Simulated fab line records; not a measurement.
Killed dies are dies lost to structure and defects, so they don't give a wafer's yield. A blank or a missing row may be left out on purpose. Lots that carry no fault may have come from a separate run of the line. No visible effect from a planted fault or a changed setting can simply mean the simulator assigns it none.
fab line records	flow ritCmos
[record] lots = 15	wafers = 45	lastDay = 7
route steps=202 shown PWELL@47 NSD@141 CONTACT@177 M1@202
lots that met no fault: from a run of the same line without faults
startH: start of the lot's first displayed wafer, in hours after the record's first day	waitH: hours since the lot's step before	" the same as in the row above	L1.1+2: a single row standing in for several wafers	- either no value or no given start	* or withheld: withheld	< > ~ a bound
route shown NAME@n: a module of which the file shows steps, and the number in the route of the first	usual: the fault-free wafers' mean and standard deviation	same: alike in all rows	chamber/n: place in a boat	sites: readings site by site	_std_site: standard deviation of those values	_edge_site: mean of outer sites minus mean of inner sites	radiusMm: how far each site lies from the wafer's centre	mask NAME#n: copy n	behind: the most recent tool/chamber to have shaped the wafer	hold: the reason the lot was held/the length of the hold in hours/how it ended	device: which transistor (n, p or np) failed to switch	end of line: tests run on the same wafers once the route is complete	for a step that has no rows: nothing shown but its recipe	killed: the dies lost at the first sort to structure and to defects; this is not the yield of the wafer	map: a wafer's dies, x killed, . not, _ none there
set.NAME: the run value of the setting; set.NAME@STEP: its run value at that earlier step	model.NAME: the simulator's own value behind a step, which no gauge read
the route's steps for a sample of lots (tables are steps, rows are wafers)
services: a tool's chamber out of use, with start hour (startH, from the record's first day; less than 0 if before it), hours out, and reason
[[steps]]
[step RIT_PWELL_IMPLANT_08]
[recipe] species = B	energyKev = 171.1	doseCm2 = 7e+13	tiltDeg = 7
[usual] faradayCurrentUA = 222/4.5	tiltDeg = 6.996/0.02
lot.wafer	tool	chamber	startH	waitH	faradayCurrentUA	tiltDeg
L155.3	implanter-02	0	22.80	0.2	226	6.971
L155.4	"	0	"	"	223	6.993
L155.6	"	0	"	"	223	6.980
L156.2	implanter-02	0	28.86	0.2	219	6.986
L156.3	"	0	"	"	222	6.989
L156.6	"	0	"	"	215	6.959
L157.1	implanter-03	0	36.38	0.2	225	7.000
L157.4	"	0	"	"	225	7.003
L157.6	"	0	"	"	225	7.005
L159.4	implanter-03	0	47.67	0.2	223	6.965
L159.5	"	0	"	"	224	6.968
L159.6	"	0	"	"	227	6.965
L161.1	implanter-04	0	53.76	0.2	217	6.994
L161.4	"	0	"	"	219	7.009
L161.6	"	0	"	"	218	6.977
L162.3	implanter-04	0	58.74	0.2	226	6.977
L162.5	"	0	"	"	226	6.992
L162.6	"	0	"	"	223	7.002
L163.2	implanter-04	0	68.51	0.2	227	7.006
L163.3	"	0	"	"	224	7.026
L163.4	"	0	"	"	217	6.998
L164.1	implanter-02	0	72.56	0.2	219	7.021
L164.2	"	0	"	"	226	7.019
L164.5	"	0	"	"	224	6.991
L166.1	implanter-04	0	80.67	0.2	217	7.027
L166.2	"	0	"	"	235	7.011
L166.3	"	0	"	"	227	7.009
L167.1	implanter-04	0	84.80	0.2	217	6.993
L167.2	"	0	"	"	224	6.981
L167.6	"	0	"	"	223	6.989
L167.1	implanter-04	0	85.12	0.3	229	6.978
L167.2	"	0	"	"	227	7.008
L167.6	"	0	"	"	225	7.001
L169.4	implanter-04	0	93.75	0.2	213	6.994
L169.5	"	0	"	"	225	7.003
L169.6	"	0	"	"	225	6.981
L169.4	implanter-04	0	94.06	0.3	225	7.024
L169.5	"	0	"	"	219	6.954
L169.6	"	0	"	"	224	7.023
L171.1	implanter-04	0	104.38	0.2	215	6.979
L171.2	"	0	"	"	221	7.031
L171.5	"	0	"	"	228	7.036
L171.1	implanter-04	0	104.69	0.3	220	7.014
L171.2	"	0	"	"	226	7.014
L171.5	"	0	"	"	224	7.002
L175.1	implanter-03	0	123.79	0.2	220	6.975
L175.2	"	0	"	"	215	6.999
L175.3	"	0	"	"	218	6.998
L176.1	implanter-04	0	129.11	0.2	225	7.002
L176.4	"	0	"	"	224	6.995
L176.6	"	0	"	"	224	6.994
L178.1	implanter-04	0	139.82	0.2	220	6.951
L178.3	"	0	"	"	227	6.958
L178.6	"	0	"	"	217	6.959
[step RIT_PWELL_TW_MEAS_10]
[usual] PWELL_TW = 946/12
lot.wafer	tool	chamber	startH	waitH	PWELL_TW
L155.3	filmMetro-04	-	23.09	0.1	958
L155.4	"	-	"	"	953
L155.6	"	-	"	"	953
L156.2	filmMetro-01	-	29.17	0.1	929
L156.3	"	-	"	"	931
L156.6	"	-	"	"	928
L157.1	filmMetro-02	-	36.70	0.1	950
L157.4	"	-	"	"	954
L157.6	"	-	"	"	949
L159.4	filmMetro-02	-	47.95	0.1	949
L159.5	"	-	"	"	958
L159.6	"	-	"	"	954
L161.1	filmMetro-04	-	54.09	0.1	954
L161.4	"	-	"	"	950
L161.6	"	-	"	"	954
L162.3	filmMetro-04	-	59.04	0.1	957
L162.5	"	-	"	"	959
L162.6	"	-	"	"	962
L163.2	filmMetro-02	-	68.82	0.1	961
L163.3	"	-	"	"	961
L163.4	"	-	"	"	956
L164.1	filmMetro-01	-	72.88	0.1	930
L164.2	"	-	"	"	935
L164.5	"	-	"	"	931
L166.1	filmMetro-04	-	81.14	0.1	953
L166.2	"	-	"	"	955
L166.3	"	-	"	"	951
L167.1	filmMetro-04	-	85.44	0.1	1180
L167.2	"	-	"	"	1190
L167.6	"	-	"	"	1191
L167.1	filmMetro-04	-	85.67	0.2	1189
L167.2	"	-	"	"	1179
L167.6	"	-	"	"	1190
L169.4	filmMetro-02	-	94.34	0.1	1192
L169.5	"	-	"	"	1188
L169.6	"	-	"	"	1184
L169.4	filmMetro-02	-	94.57	0.2	1190
L169.5	"	-	"	"	1190
L169.6	"	-	"	"	1183
L171.1	filmMetro-01	-	105.02	0.1	1161
L171.2	"	-	"	"	1162
L171.5	"	-	"	"	1158
L171.1	filmMetro-01	-	105.30	0.3	1161
L171.2	"	-	"	"	1166
L171.5	"	-	"	"	1160
L175.1	filmMetro-02	-	124.11	0.1	952
L175.2	"	-	"	"	947
L175.3	"	-	"	"	949
L176.1	filmMetro-01	-	129.44	0.1	928
L176.4	"	-	"	"	929
L176.6	"	-	"	"	932
L178.1	filmMetro-04	-	140.14	0.1	961
L178.3	"	-	"	"	957
L178.6	"	-	"	"	958
[step RIT_WELLDRIVE_RS_MEAS_02]
[recipe] thkMeasGauge = four-point-probe
[usual] PWELL_RS = 429.3/1.2
lot.wafer	tool	chamber	startH	waitH	PWELL_RS[ohm/sq]
L155.3	filmMetro-01	-	28.54	0.1	428.1
L155.4	"	-	"	"	428.0
L155.6	"	-	"	"	430.0
L156.2	filmMetro-01	-	35.39	0.1	430.5
L156.3	"	-	"	"	430.1
L156.6	"	-	"	"	429.4
L157.1	filmMetro-01	-	42.01	0.1	430.2
L157.4	"	-	"	"	427.2
L157.6	"	-	"	"	429.5
L159.4	filmMetro-04	-	53.39	0.1	428.5
L159.5	"	-	"	"	427.8
L159.6	"	-	"	"	429.2
L161.1	filmMetro-04	-	60.96	0.1	428.2
L161.4	"	-	"	"	430.1
L161.6	"	-	"	"	429.9
L162.3	filmMetro-02	-	66.11	0.1	428.6
L162.5	"	-	"	"	428.8
L162.6	"	-	"	"	429.1
L163.2	filmMetro-02	-	74.13	0.1	426.3
L163.3	"	-	"	"	426.2
L163.4	"	-	"	"	428.3
L164.1	filmMetro-01	-	79.76	0.1	429.3
L164.2	"	-	"	"	428.9
L164.5	"	-	"	"	431.7
L166.1	filmMetro-02	-	86.83	0.1	428.6
L166.2	"	-	"	"	429.8
L166.3	"	-	"	"	429.2
L167.1	filmMetro-02	-	92.54	0.1	280.8
L167.2	"	-	"	"	280.4
L167.6	"	-	"	"	280.2
L167.1	filmMetro-02	-	92.83	0.3	280.5
L167.2	"	-	"	"	280.1
L167.6	"	-	"	"	280.1
L169.4	filmMetro-01	-	102.27	0.1	281.1
L169.5	"	-	"	"	280.9
L169.6	"	-	"	"	280.9
L169.4	filmMetro-01	-	102.66	0.4	281.0
L169.5	"	-	"	"	280.9
L169.6	"	-	"	"	281.2
L171.1	filmMetro-01	-	112.83	0.1	280.5
L171.2	"	-	"	"	280.8
L171.5	"	-	"	"	281.3
L171.1	filmMetro-01	-	113.13	0.3	280.8
L171.2	"	-	"	"	281.4
L171.5	"	-	"	"	280.8
L175.1	filmMetro-01	-	131.05	0.1	428.5
L175.2	"	-	"	"	427.9
L175.3	"	-	"	"	427.8
L176.1	filmMetro-01	-	135.93	0.1	427.4
L176.4	"	-	"	"	428.3
L176.6	"	-	"	"	428.4
L178.1	filmMetro-01	-	146.05	0.1	429.7
L178.3	"	-	"	"	429.5
L178.6	"	-	"	"	429.3
[step RIT_NSD_TW_MEAS_10]
[usual] NSD_TW = 3106/27
lot.wafer	tool	chamber	startH	waitH	NSD_TW
L155.3	filmMetro-02	-	52.81	0.1	3128
L155.4	"	-	"	"	3135
L155.6	"	-	"	"	3125
L156.2	filmMetro-03	-	57.14	0.1	3088
L156.3	"	-	"	"	3074
L156.6	"	-	"	"	3081
L157.1	filmMetro-03	-	63.69	0.1	3098
L157.4	"	-	"	"	3107
L157.6	"	-	"	"	3081
L159.4	filmMetro-04	-	80.80	0.1	3109
L159.5	"	-	"	"	3140
L159.6	"	-	"	"	3108
L161.1	filmMetro-03	-	82.85	0.1	3073
L161.4	"	-	"	"	3075
L161.6	"	-	"	"	3062
L162.3	filmMetro-02	-	89.65	0.1	3117
L162.5	"	-	"	"	3117
L162.6	"	-	"	"	3111
L163.2	filmMetro-04	-	94.61	0.1	3111
L163.3	"	-	"	"	3122
L163.4	"	-	"	"	3128
L164.1	filmMetro-02	-	101.08	0.1	3113
L164.2	"	-	"	"	3125
L164.5	"	-	"	"	3123
L166.1	filmMetro-02	-	108.22	0.1	3131
L166.2	"	-	"	"	3125
L166.3	"	-	"	"	3122
L175.1	filmMetro-02	-	152.81	0.1	3124
L175.2	"	-	"	"	3124
L175.3	"	-	"	"	3133
L176.1	filmMetro-02	-	157.05	0.1	3120
L176.4	"	-	"	"	3128
L176.6	"	-	"	"	3112
L178.1	filmMetro-03	-	165.67	0.1	3066
L178.3	"	-	"	"	3065
L178.6	"	-	"	"	3074
[step RIT_CONTACT_OVL_MEAS_09]
[usual] CONTACT_OVL = 2.0/0.92
lot.wafer	tool	chamber	startH	waitH	CONTACT_OVL[nm]
L155.3	overlay-02	-	57.22	0.1	1.4
L155.4	"	-	"	"	2.8
L155.6	"	-	"	"	2.5
L156.2	overlay-01	-	61.43	0.1	2.7
L156.3	"	-	"	"	1.7
L156.6	"	-	"	"	1.2
L157.1	overlay-02	-	68.12	0.1	3.2
L157.4	"	-	"	"	2.8
L157.6	"	-	"	"	3.0
L159.4	overlay-02	-	85.31	0.1	1.8
L159.5	"	-	"	"	1.9
L159.6	"	-	"	"	2.5
L161.1	overlay-02	-	87.08	0.1	3.0
L161.4	"	-	"	"	3.1
L161.6	"	-	"	"	2.4
L162.3	overlay-02	-	93.88	0.1	1.1
L162.5	"	-	"	"	1.6
L162.6	"	-	"	"	-0.1
L163.2	overlay-01	-	98.83	0.1	1.2
L163.3	"	-	"	"	1.2
L163.4	"	-	"	"	0.2
L164.1	overlay-02	-	105.45	0.1	3.2
L164.2	"	-	"	"	2.5
L164.5	"	-	"	"	3.6
L166.1	overlay-01	-	112.34	0.1	1.2
L166.2	"	-	"	"	2.9
L166.3	"	-	"	"	2.5
L175.1	overlay-02	-	157.20	0.1	1.2
L175.2	"	-	"	"	1.2
L175.3	"	-	"	"	1.5
L176.1	overlay-01	-	161.17	0.1	1.0
L176.4	"	-	"	"	1.3
L176.6	"	-	"	"	1.5
L178.1	overlay-02	-	170.05	0.1	0.8
L178.3	"	-	"	"	1.5
L178.6	"	-	"	"	0.6
[step RIT_M1_PROBE_99]
[usual] defectLimitedYield = 97.1/1.2	killedAtContacts = 0.1/0.31	killedAtFrontEnd = 8/3.1	killedDies = 8/3.2	killedOpen = 3.9/2.2	killedShort = 3.8/2.1	sort_bin_3_pad_short = 0.1/0.23	sort_bin_5_function = 1.7/0.86	sort_bin_6_memory = 1.1/0.7	sortNPass = 256/3.2	sortYieldPct = 97.1/1.2
[same] grossDies = 264	killed_at_M0_to_M3 = 0	killed_at_M4_up = 0	killedAtBackSide = 0	killedAtOther = 0
lot.wafer	tool	chamber	startH	waitH	defectLimitedYield[%]	killedAtContacts	killedAtFrontEnd	killedDies	killedOpen	killedShort	sort_bin_3_pad_short[%]	sort_bin_5_function[%]	sort_bin_6_memory[%]	sortNPass	sortYieldPct[%]
L155.3	prober-02	-	62.40	0.2	95.5	0	12	12	5	7	0.4	2.3	1.9	252	95.5
L155.4	prober-02	-	62.45	0.2	95.5	0	12	12	5	7	0.4	2.7	1.5	252	95.5
L155.6	prober-02	-	62.55	0.2	97.0	0	8	8	6	2	0	1.1	1.9	256	97.0
L156.2	prober-01	-	66.54	0.1	98.5	0	4	4	4	0	0	1.1	0.4	260	98.5
L156.3	prober-01	-	66.59	0.2	99.2	0	2	2	0	2	0	0	0.8	262	99.2
L156.6	prober-01	-	66.74	0.2	97.3	0	7	7	3	4	0	2.3	0.4	257	97.3
L157.1	prober-02	-	73.42	0.1	95.5	0	12	12	7	5	0.4	2.7	1.5	252	95.5
L157.4	prober-02	-	73.57	0.2	97.0	0	8	8	4	4	0	0.8	2.3	256	97.0
L157.6	prober-02	-	73.67	0.2	97.3	0	7	7	1	6	0	0.8	1.9	257	97.3
L159.4	prober-01	-	90.68	0.2	97.3	0	7	7	5	2	0	1.9	0.8	257	97.3
L159.5	prober-01	-	90.73	0.2	97.3	0	7	7	4	3	0.4	1.1	1.1	257	97.3
L159.6	prober-01	-	90.78	0.2	96.6	0	9	9	3	6	0.4	2.7	0.4	255	96.6
L161.1	prober-02	-	92.29	0.1	95.8	0	11	11	6	5	0.4	2.3	1.5	253	95.8
L161.4	prober-02	-	92.44	0.2	94.7	1	13	14	5	9	0.4	3.0	1.9	250	94.7
L161.6	prober-02	-	92.54	0.2	98.9	0	3	3	1	2	0	1.1	0	261	98.9
L162.3	prober-01	-	99.15	0.2	98.5	0	4	4	3	1	0	1.1	0.4	260	98.5
L162.5	prober-01	-	99.25	0.2	98.5	0	4	4	1	3	0	0.8	0.8	260	98.5
L162.6	prober-01	-	99.30	0.2	98.1	0	5	5	2	3	0	1.5	0.4	259	98.1
L163.2	prober-02	-	108.64	0.1	97.0	0	8	8	8	0	0	1.5	1.5	256	97.0
L163.3	prober-02	-	108.69	0.2	96.6	0	9	9	4	5	0	3.0	0.4	255	96.6
L163.4	prober-02	-	108.74	0.2	94.7	1	13	14	10	4	0	3.8	1.5	250	94.7
L164.1	prober-01	-	110.64	0.1	97.0	0	8	8	7	1	0	2.7	0.4	256	97.0
L164.2	prober-01	-	110.69	0.1	97.7	0	6	6	1	5	0	1.1	1.1	258	97.7
L164.5	prober-01	-	110.84	0.2	94.7	1	13	14	5	9	0.4	1.5	3.4	250	94.7
L166.1	prober-01	-	117.52	0.1	96.2	0	10	10	5	5	0	3.0	0.8	254	96.2
L166.2	prober-01	-	117.57	0.1	97.7	0	6	6	3	3	0	1.1	1.1	258	97.7
L166.3	prober-01	-	117.62	0.2	97.7	0	6	6	4	2	0	1.1	1.1	258	97.7
L175.1	prober-02	-	162.32	0.1	97.3	0	7	7	2	5	0	1.9	0.8	257	97.3
L175.2	prober-02	-	162.37	0.1	98.5	0	4	4	1	3	0	1.5	0	260	98.5
L175.3	prober-02	-	162.42	0.2	97.3	1	6	7	2	5	0.4	1.9	0.4	257	97.3
L176.1	prober-01	-	166.26	0.1	95.5	0	12	12	7	5	0	3.4	1.1	252	95.5
L176.4	prober-01	-	166.41	0.2	96.6	0	9	9	7	2	0	1.9	1.5	255	96.6
L176.6	prober-01	-	166.51	0.2	95.8	0	11	11	6	5	0.4	2.3	1.5	253	95.8
L178.1	prober-01	-	175.37	0.1	97.3	0	7	7	2	5	0	1.1	1.5	257	97.3
L178.3	prober-01	-	175.47	0.2	97.3	0	7	7	4	3	0.4	1.5	0.8	257	97.3
L178.6	prober-01	-	175.62	0.2	97.3	0	7	7	3	4	0	1.5	1.1	257	97.3
// killed by level:class
L155.3 GATE:geometricParticle:short=3 SILICIDE:geometricParticle:open=2 FOX1:geometricParticle:open=1 FOX2:geometricParticle:short=1 GATE:geometricParticle:open=1 REOX:geometricParticle:open=1 REOX:geometricParticle:short=1 SPACER:geometricParticle:short=1
L155.4 GATE:geometricParticle:open=3 GATE:geometricParticle:short=2 FOX1:geometricParticle:short=1 FOX2:geometricParticle:short=1 REOX:geometricParticle:short=1 SPACER:geometricParticle:short=1 SPACER:geometricParticle:open=1 SILICIDE:geometricParticle:open=1
L155.6 FOX2:geometricParticle:short=2 FOX2:geometricParticle:open=2 GATE:geometricParticle:open=2 REOX:geometricParticle:open=2
L156.2 SILICIDE:geometricParticle:open=2 FOX1:geometricParticle:open=1 SPACER:geometricParticle:open=1
L156.3 SPACER:geometricParticle:short=2
L156.6 FOX1:geometricParticle:short=1 FOX1:geometricParticle:open=1 GATE:geometricParticle:open=1 GATE:geometricParticle:short=1 REOX:geometricParticle:short=1 REOX:geometricParticle:open=1 SILICIDE:geometricParticle:short=1
L157.1 FOX1:geometricParticle:open=2 GATE:geometricParticle:open=2 REOX:geometricParticle:short=2 FOX1:geometricParticle:short=1 FOX2:geometricParticle:open=1 FOX2:geometricParticle:short=1 GATE:geometricParticle:short=1 REOX:geometricParticle:open=1
L157.4 SPACER:geometricParticle:short=3 SPACER:geometricParticle:open=2 FOX1:geometricParticle:short=1 FOX1:geometricParticle:open=1 REOX:geometricParticle:open=1
L157.6 REOX:geometricParticle:short=2 SPACER:geometricParticle:short=2 FOX1:geometricParticle:short=1 GATE:geometricParticle:short=1 GATE:geometricParticle:open=1
L159.4 GATE:geometricParticle:open=2 REOX:geometricParticle:open=2 FOX2:geometricParticle:open=1 SPACER:geometricParticle:short=1 SILICIDE:geometricParticle:short=1
L159.5 GATE:geometricParticle:open=3 FOX2:geometricParticle:open=1 FOX2:geometricParticle:short=1 GATE:geometricParticle:short=1 SPACER:geometricParticle:short=1
L159.6 GATE:geometricParticle:open=2 REOX:geometricParticle:short=2 SPACER:geometricParticle:short=2 FOX2:geometricParticle:short=1 SPACER:geometricParticle:open=1 SILICIDE:geometricParticle:short=1
L161.1 GATE:geometricParticle:short=3 SILICIDE:geometricParticle:open=2 FOX1:geometricParticle:open=1 FOX2:geometricParticle:open=1 GATE:geometricParticle:open=1 REOX:geometricParticle:short=1 REOX:geometricParticle:open=1 SILICIDE:geometricParticle:short=1
L161.4 SPACER:geometricParticle:short=3 GATE:geometricParticle:short=2 SILICIDE:geometricParticle:short=2 FOX1:geometricParticle:open=1 FOX2:geometricParticle:short=1 REOX:geometricParticle:short=1 REOX:geometricParticle:open=1 SPACER:geometricParticle:open=1
L161.6 FOX2:geometricParticle:short=1 GATE:geometricParticle:open=1 SPACER:geometricParticle:short=1
L162.3 GATE:geometricParticle:open=2 GATE:geometricParticle:short=1 REOX:geometricParticle:open=1
L162.5 GATE:geometricParticle:short=2 FOX1:geometricParticle:open=1 FOX1:geometricParticle:short=1
L162.6 FOX1:geometricParticle:short=1 GATE:geometricParticle:short=1 REOX:geometricParticle:open=1 SPACER:geometricParticle:open=1 SPACER:geometricParticle:short=1
L163.2 FOX1:geometricParticle:open=3 GATE:geometricParticle:open=3 SILICIDE:geometricParticle:open=2
L163.3 SILICIDE:geometricParticle:short=3 GATE:geometricParticle:open=2 FOX1:geometricParticle:short=1 FOX2:geometricParticle:open=1 GATE:geometricParticle:short=1 REOX:geometricParticle:open=1
L163.4 GATE:geometricParticle:open=6 GATE:geometricParticle:short=2 REOX:geometricParticle:short=2 REOX:geometricParticle:open=1 SPACER:geometricParticle:open=1 SILICIDE:geometricParticle:open=1 CONTACT:geometricParticle:open=1
L164.1 GATE:geometricParticle:open=5 GATE:geometricParticle:short=1 REOX:geometricParticle:open=1 SPACER:geometricParticle:open=1
L164.2 GATE:geometricParticle:short=2 REOX:geometricParticle:short=1 REOX:geometricParticle:open=1 SPACER:geometricParticle:short=1 SILICIDE:geometricParticle:short=1
L164.5 GATE:geometricParticle:short=4 REOX:geometricParticle:open=3 GATE:geometricParticle:open=2 FOX1:geometricParticle:short=1 REOX:geometricParticle:short=1 SPACER:geometricParticle:short=1 SILICIDE:geometricParticle:short=1 CONTACT:geometricParticle:short=1
L166.1 GATE:geometricParticle:open=3 FOX1:geometricParticle:short=1 FOX1:geometricParticle:open=1 FOX2:geometricParticle:short=1 GATE:geometricParticle:short=1 REOX:geometricParticle:short=1 SPACER:geometricParticle:open=1 SPACER:geometricParticle:short=1
L166.2 FOX2:geometricParticle:short=1 GATE:geometricParticle:open=1 REOX:geometricParticle:open=1 SPACER:geometricParticle:short=1 SPACER:geometricParticle:open=1 SILICIDE:geometricParticle:short=1
L166.3 GATE:geometricParticle:open=2 SILICIDE:geometricParticle:open=2 GATE:geometricParticle:short=1 SILICIDE:geometricParticle:short=1
L175.1 GATE:geometricParticle:short=2 FOX1:geometricParticle:open=1 GATE:geometricParticle:open=1 REOX:geometricParticle:short=1 SPACER:geometricParticle:short=1 SILICIDE:geometricParticle:short=1
L175.2 FOX1:geometricParticle:short=2 GATE:geometricParticle:open=1 GATE:geometricParticle:short=1
L175.3 GATE:geometricParticle:open=2 GATE:geometricParticle:short=2 SPACER:geometricParticle:short=1 SILICIDE:geometricParticle:short=1 CONTACT:geometricParticle:short=1
L176.1 FOX2:geometricParticle:open=3 FOX2:geometricParticle:short=2 GATE:geometricParticle:short=2 SPACER:geometricParticle:open=2 SILICIDE:geometricParticle:open=2 SPACER:geometricParticle:short=1
L176.4 GATE:geometricParticle:open=3 REOX:geometricParticle:open=2 GATE:geometricParticle:short=1 SPACER:geometricParticle:short=1 SPACER:geometricParticle:open=1 SILICIDE:geometricParticle:open=1
L176.6 GATE:geometricParticle:open=3 FOX2:geometricParticle:short=2 GATE:geometricParticle:short=2 SILICIDE:geometricParticle:open=2 FOX2:geometricParticle:open=1 REOX:geometricParticle:short=1
L178.1 GATE:geometricParticle:short=2 REOX:geometricParticle:short=2 FOX2:geometricParticle:open=1 SPACER:geometricParticle:short=1 SILICIDE:geometricParticle:open=1
L178.3 FOX1:geometricParticle:short=1 FOX1:geometricParticle:open=1 GATE:geometricParticle:short=1 GATE:geometricParticle:open=1 REOX:geometricParticle:short=1 REOX:geometricParticle:open=1 SPACER:geometricParticle:open=1
L178.6 GATE:geometricParticle:short=2 FOX2:geometricParticle:open=1 FOX2:geometricParticle:short=1 GATE:geometricParticle:open=1 REOX:geometricParticle:short=1 REOX:geometricParticle:open=1
[[services]]
tool	chamber	startH	hours	kind
implanter-04	-	35.09	3.4	repair
implanter-03	-	57.50	1.7	repair
implanter-04	-	64.76	1.3	repair
implanter-03	-	65.47	4.7	pm
implanter-04	-	69.34	5.4	repair
implanter-03	-	70.16	3.2	pm
implanter-03	-	84.58	10.2	repair
implanter-04	-	94.46	5.6	pm
implanter-02	-	121.27	6.1	repair
implanter-04	-	123.43	2.4	repair
[[key]]
[firstSign] step = RIT_PWELL_IMPLANT_08	reading = visit	direction = added
[effect] step = RIT_PWELL_TW_MEAS_10	reading = visit	direction = added
[effect] step = RIT_PWELL_TW_MEAS_10	reading = PWELL_TW	direction = up	sigmas = 20	usual = 946	struck = 1178
[effect] step = RIT_WELLDRIVE_RS_MEAS_02	reading = visit	direction = added
[effect] step = RIT_WELLDRIVE_RS_MEAS_02	reading = PWELL_RS	direction = down	sigmas = 99+	usual = 429.3	struck = 280.8
metAt RIT_PWELL_IMPLANT_08
struckLots L167,L169,L171
scrappedBehind RIT_WELLDRIVE_RS_MEAS_02 L167.1,L167.2,L167.6,L169.4,L169.5,L169.6,L171.1,L171.2,L171.5
notActingAt RIT_NSD_TW_MEAS_10,RIT_CONTACT_OVL_MEAS_09
[fault] kind = repeatedStepWhole	tool = implanter-02,implanter-03,implanter-04	chamber = -	onsetH = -	steps = RIT_PWELL_IMPLANT_08	times = 1	scope = struckLotsOnly
